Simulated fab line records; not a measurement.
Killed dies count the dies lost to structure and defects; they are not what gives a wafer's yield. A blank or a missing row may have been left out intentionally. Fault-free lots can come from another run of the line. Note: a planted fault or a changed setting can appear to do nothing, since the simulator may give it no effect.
A lot that was struck, set against a sound lot -- flow rit-cmos -- 17 out of 202 route steps
Sound: the wafers L613.2, L613.4, L613.6. Struck: wafer L626.1. (L626.4, L626.6 of the same lot were not struck and are left out.) The cause comes at the end.
Each step with rows lists, per side, the tool, then ch with its chambers, then its first start. Under that, the readings that differ: sound wafers -- struck wafers -- difference of the means -- sigmas: that difference in standard deviations of wafers without a fault.
alike: readings with means less than 2 such deviations apart, plus words and numbers identical on both sides. not compared: withheld readings, readings lacking a value on some wafer, bounds such as >300 that could conceal the same value, and numbers that have no deviation in the record and whose values overlap.
A row with sigmas, a row that says differs or no value, or rows on one side alone: a step with any of these is where the two part. When numbers do not overlap yet have no deviation, they are printed without sigmas and do not part them. A reading that every wafer of one side lacks parts them only if that side has two wafers or more.

first, 1 step without rows for these wafers: RIT_PSD_IMPLANT_08.
RIT_PSD_STRIP_09: strips in O2, time 180 s.
  sound on plasma-asher-04 ch 0,1, day 3 15:40; struck on plasma-asher-02 ch 0, day 6 09:35
  alike: drypump-motor-current-A
  not compared: rf-hours-counter-h
RIT_PSD_TW_MEAS_10:
  sound: film-metro-01 at day 3 15:51; struck: film-metro-02 at day 6 09:45
  alike: PSD_TW
then, 3 steps without rows for these wafers: RIT_SDANNEAL_CLEAN_00 (cleans in SC1, time 600 s); RIT_SDANNEAL_CLEAN_01 (cleans in dHF, time 31.35 s); RIT_SDANNEAL_CLEAN_02 (cleans in SC2, time 600 s).
RIT_SDANNEAL_RTA_03: time 5 s.
  sound on rtp-anneal-02 ch 0, day 3 16:17; struck on rtp-anneal-01 ch 0, day 6 10:11
  alike: wafer_temp_C_max
RIT_SDANNEAL_RS_MEAS_04: measurement is done with a four-point probe.
  sound: film-metro-02 at day 3 16:22; struck: film-metro-04 at day 6 10:15
  alike: PSD_RS
RIT_SDANNEAL_RS_MEAS_05: measurement is done with a four-point probe.
  sound: film-metro-02 at day 3 16:29; struck: film-metro-04 at day 6 10:22
  alike: NSD_RS
RIT_SDANNEAL_RS_MEAS_06: measurement is done with a four-point probe.
  sound: film-metro-02 at day 3 16:36; struck: film-metro-04 at day 6 10:29
  alike: PLDD_RS
RIT_SDANNEAL_RS_MEAS_07: measurement is done with a four-point probe.
  sound: film-metro-02 at day 3 16:43; struck: film-metro-04 at day 6 10:37
reading,sound,struck,difference,sigmas
NLDD_RS (ohm/sq),152.5 152.7 151.7,153.9,+1.6,+3
then, 1 step without rows for these wafers: RIT_SILICIDE_WET_ETCH_00 (etches SiO2 in BOE, target depth 14 nm, time 15 s).
RIT_SILICIDE_SPUTTER_01: material Ti, target thk 30 nm, time 240 s.
  sound: pvd-sputter-01 at day 3 16:50; struck: pvd-sputter-01 at day 6 10:44
  alike: throttle-valve-pct
RIT_SILICIDE_RS_MEAS_02: measurement is done with a four-point probe.
  sound: film-metro-03 at day 3 17:01; struck: film-metro-01 at day 6 10:53
reading,sound,struck,difference,sigmas
SILICIDE_TI_RS (ohm/sq),48.7 48.4 49.0,58.7,+10.0,+14
RIT_SILICIDE_THK_MEAS_03: measures by xrf.
  sound: film-metro-03 at day 3 17:07; struck: film-metro-01 at day 6 11:01
reading,sound,struck,difference,sigmas
SILICIDE_TI_THK (nm),29.7 29.9 29.7,26.4,-3.4,-8
RIT_SILICIDE_RTA_04: time 10 s, ramp up 5 s, ramp down 5 s.
  sound on rtp-anneal-01 ch 0, day 3 17:11; struck on rtp-anneal-02 ch 0, day 6 11:04
  alike: wafer_temp_C_max
RIT_M1_PROBE_99:
  sound: prober-01 at day 3 23:53; struck: prober-02 at day 6 17:38
reading,sound,struck,difference,sigmas
killed-at-front-end,3 3 2,9,+6,+2
killed-dies,3 3 2,9,+6,+2
  alike: killed-open, killed-short

## WHERE THEY PART
Earliest at RIT_SDANNEAL_RS_MEAS_07; latest, in this record, at RIT_M1_PROBE_99.

WHY: whatever the simulator had introduced
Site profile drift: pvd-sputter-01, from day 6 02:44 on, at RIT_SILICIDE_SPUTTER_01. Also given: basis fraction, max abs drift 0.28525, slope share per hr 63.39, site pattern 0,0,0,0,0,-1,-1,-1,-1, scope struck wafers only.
